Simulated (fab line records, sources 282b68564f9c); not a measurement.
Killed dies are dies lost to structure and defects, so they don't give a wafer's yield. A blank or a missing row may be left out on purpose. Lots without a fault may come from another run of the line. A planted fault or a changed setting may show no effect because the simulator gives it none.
Problem report in the 8D (eight disciplines) form, filled by code | flow rit_cmos | the parts of the form that need people (team, actions taken, sign-off) are left out

1. THE PROBLEM
PWELL_TW at RIT_PWELL_TW_MEAS_10 reads a mean of 909 on 6 wafers of 2 lots; wafers without a fault read 949 with a standard deviation of 6. That is -6.6 standard deviations from the usual mean.
First seen on wafer L244.1, day 5 12:02, on film_metro-04. The record holds 42 wafers of 14 lots with a number at this step. Rule for "out", or "out of limits": more than 4 standard deviations from the usual mean. The other wafers with a number count as sound.

2. WHAT IT IS AND WHAT IT IS NOT
question                    | is                           | is not
which readings at this step | PWELL_TW                     | -
which lots                  | L244, L246                   | L229, L230, L231, L232, L233, L235, L236, L238, L239, L241, L249, L250
which wafers of those lots  | all that have a number       | -
read on which gauges        | film_metro-01, film_metro-04 | film_metro-03
when                        | from day 5 12:02             | up to then (30 sound wafers); but 6 sound wafers of L249, L250 came after

3. SUSPECTS, AND WHAT RULES EACH OUT
Counting: a tool at a process step up to the reading stays a suspect if it ran every lot that is out and no sound lot after the first of them.
- the gauge at RIT_PWELL_TW_MEAS_10: ruled out. The wafers that are out were read on 2 gauges (film_metro-01, film_metro-04).
- implanter-04 at RIT_PWELL_IMPLANT_08: kept. It ran every lot that is out, first L244 (day 5 11:43), and no sound lot after that; its last sound lot up to then is L238 (day 4 05:35). Its own readings are out on those wafers: dose_ions_cm2, faraday_current_uA.
Left after counting: implanter-04 at RIT_PWELL_IMPLANT_08.

4. THE CAUSE (what the simulator had put in)
Process parameter drift: implanter-04, from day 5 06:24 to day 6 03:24, at RIT_PWELL_IMPLANT_08. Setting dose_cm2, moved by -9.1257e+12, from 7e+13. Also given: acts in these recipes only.
Counting left only this tool.

5. THE CHAIN OF EFFECTS, in route order
Each row: a reading whose mean over the struck wafers that have a number lies more than 3 standard deviations from the usual. Only readings for which the record gives a usual standard deviation are gone through. hours: the time from each lot's start at the first step in this table that gives one to its start at this step, as a median over the lots. sigmas: the change in usual standard deviations.
hours | step                     | reading            | usual        | on struck wafers | change     | sigmas
0     | RIT_PWELL_IMPLANT_08     | dose_ions_cm2      | 7.001e+13    | 6.084e+13        | -9.175e+12 | -99 or more
0     | RIT_PWELL_IMPLANT_08     | faraday_current_uA | 222          | 191              | -31        | -6.9
0     | RIT_PWELL_TW_MEAS_10     | PWELL_TW           | 949          | 909              | -40        | -6.6
6     | RIT_WELLDRIVE_RS_MEAS_02 | PWELL_RS           | 429.5 ohm/sq | 467.9            | +38.4      | +23
The process steps in it:
- RIT_PWELL_IMPLANT_08
Later measuring or inspecting steps at which every struck wafer that the step has a row for has a number for every such reading, and none has moved that far: RIT_NRETRO_OVL_MEAS_06, RIT_GATE_THK_MEAS_07.

6. WHAT WOULD HAVE CAUGHT IT SOONER
In this record the first reading out of limits at a measuring or inspecting step was taken at day 5 12:02, 6 hours after the fault began at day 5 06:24.
The tool's own readings at RIT_PWELL_IMPLANT_08 were out on every struck wafer that the step has a row for (dose_ions_cm2, faraday_current_uA): an alarm limit on them would have fired on the first of those.
Of the lots that are out (2), L246 began RIT_PWELL_IMPLANT_08 on implanter-04 after day 5 12:02. A hold on the tool at that time would have spared it.
